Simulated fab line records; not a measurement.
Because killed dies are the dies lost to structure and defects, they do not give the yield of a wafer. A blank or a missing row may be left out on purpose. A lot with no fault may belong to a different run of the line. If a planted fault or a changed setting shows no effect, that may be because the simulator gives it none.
One fault seen from 2 desks / flow rit cmos / every desk sees just its own numbers, and what lay behind them comes last

THE METROLOGY DESK
Lot by lot, what the gauges showed, no matter which tool ran the lot: averages of those sampled wafers that carry a number. If a lot's mean is further than 4 standard deviations from the usual mean, the lot is out of limits and carries the mark OUT (the distance appears in the brackets).
Columns: A = FOX2_OXIDE_THK at RIT_FOX2_THK_MEAS_01, usual 350 nm; B = NWELL_OVL at RIT_NWELL_OVL_MEAS_06, usual 0.5 nm; C = cd nm at RIT_GATE_CD_MEAS_16, usual 150.9 nm; D = REOX_OXIDE_THK at RIT_REOX_THK_MEAS_04, usual 25.2 nm
lot=L350; first seen here=day 2 00:40; A=351; B=1.0; C=150.9; D=25.6
lot=L352; first seen here=day 2 11:22; A=346; B=0.6; C=147.5; D=24.6
lot=L353; first seen here=day 2 15:41; A=353; B=0.5; C=154.9; D=25.3
lot=L354; first seen here=day 2 19:26; A=353; B=-2.2; C=150.9; D=24.5
lot=L357; first seen here=day 3 11:52; A=344; B=1.9; C=147.3; D=24.7
lot=L358; first seen here=day 3 15:23; A=358; B=-0.2; C=151.2; D=25.0
lot=L361; first seen here=day 4 08:06; A=350; B=-0.6; C=150.4; D=25.2
lot=L362; first seen here=day 4 11:29; A=355; B=1.3; C=148.1; D=24.9
lot=L363; first seen here=day 4 17:20; A=344; B=-1.5; C=155.4; D=25.8
lot=L364; first seen here=day 4 22:50; A=354; B=0.9; C=151.6; D=26.6
lot=L365; first seen here=day 5 03:42; A=345; B=-0.1; C=155.6; D=25.3
lot=L366; first seen here=day 5 07:26; A=343; B=-1.0; C=151.0; D=25.7
lot=L369; first seen here=day 5 22:55; A=345; B=0.4; C=201.2 (+20) OUT; D=-
lot=L370; first seen here=day 6 03:26; A=345; B=0.8; C=194.7 (+18) OUT; D=-
lot=L371; first seen here=day 6 09:04; A=353; B=3.3; C=183.4 (+13) OUT; D=-
Finding of this desk: L369, L370, L371 out of limits; the first was L369 at day 6 17:11, on cd nm at RIT_GATE_CD_MEAS_16. L350, L352, L353, L354, L357, L358, L361, L362, L363, L364, L365, L366: within limits.

AT THE TOOL OWNER'S DESK: iline stepper-02
The tool's own readings at RIT_GATE_EXPOSE_13 (exposes mask M6, target cd 150 nm): means of the sampled wafers that have a number, for each lot that ran on this tool. If a lot's mean is further than 4 standard deviations from the usual mean, the lot is out of limits and carries the mark OUT (the distance appears in the brackets).
Columns: A = exposure dose mJ cm2 at RIT_GATE_EXPOSE_13, usual 380.0
lot=L350; first seen here=day 2 18:28; A=380.3
lot=L352; first seen here=day 3 06:31; A=379.7
lot=L354; first seen here=day 3 14:38; A=380.2
lot=L358; first seen here=day 4 09:25; A=380.2
lot=L361; first seen here=day 5 01:01; A=380.0
lot=L363; first seen here=day 5 11:08; A=379.9
lot=L366; first seen here=day 6 00:43; A=380.6
lot=L369; first seen here=day 6 16:47; A=342.7 (-89) OUT
lot=L370; first seen here=day 6 20:42; A=350.0 (-71) OUT
lot=L371; first seen here=day 7 02:15; A=356.2 (-57) OUT
Finding of this desk: L369, L370, L371 out of limits; the first was L369 at day 6 16:47, on exposure dose mJ cm2 at RIT_GATE_EXPOSE_13. L350, L352, L354, L358, L361, L363, L366: within limits.

BROUGHT TOGETHER
An alarm could have come from the tool owner's desk at day 6 16:47, on L369, L370, L371.
On L369, L370, L371, the metrology desk was in a position to raise an alarm at day 6 17:11.
All the named lots went through RIT_GATE_EXPOSE_13 on iline stepper-02.

WHAT HAD BEEN PUT IN BY THE SIMULATOR
Drift in process parameters on iline stepper-02 at RIT_GATE_EXPOSE_13, starting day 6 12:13. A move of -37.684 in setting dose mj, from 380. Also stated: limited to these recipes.
Lots struck among those shown: L369, L370, L371.
Fault start to first reading out of limits, in hours, per desk: tool owner, 5; metrology, 5.
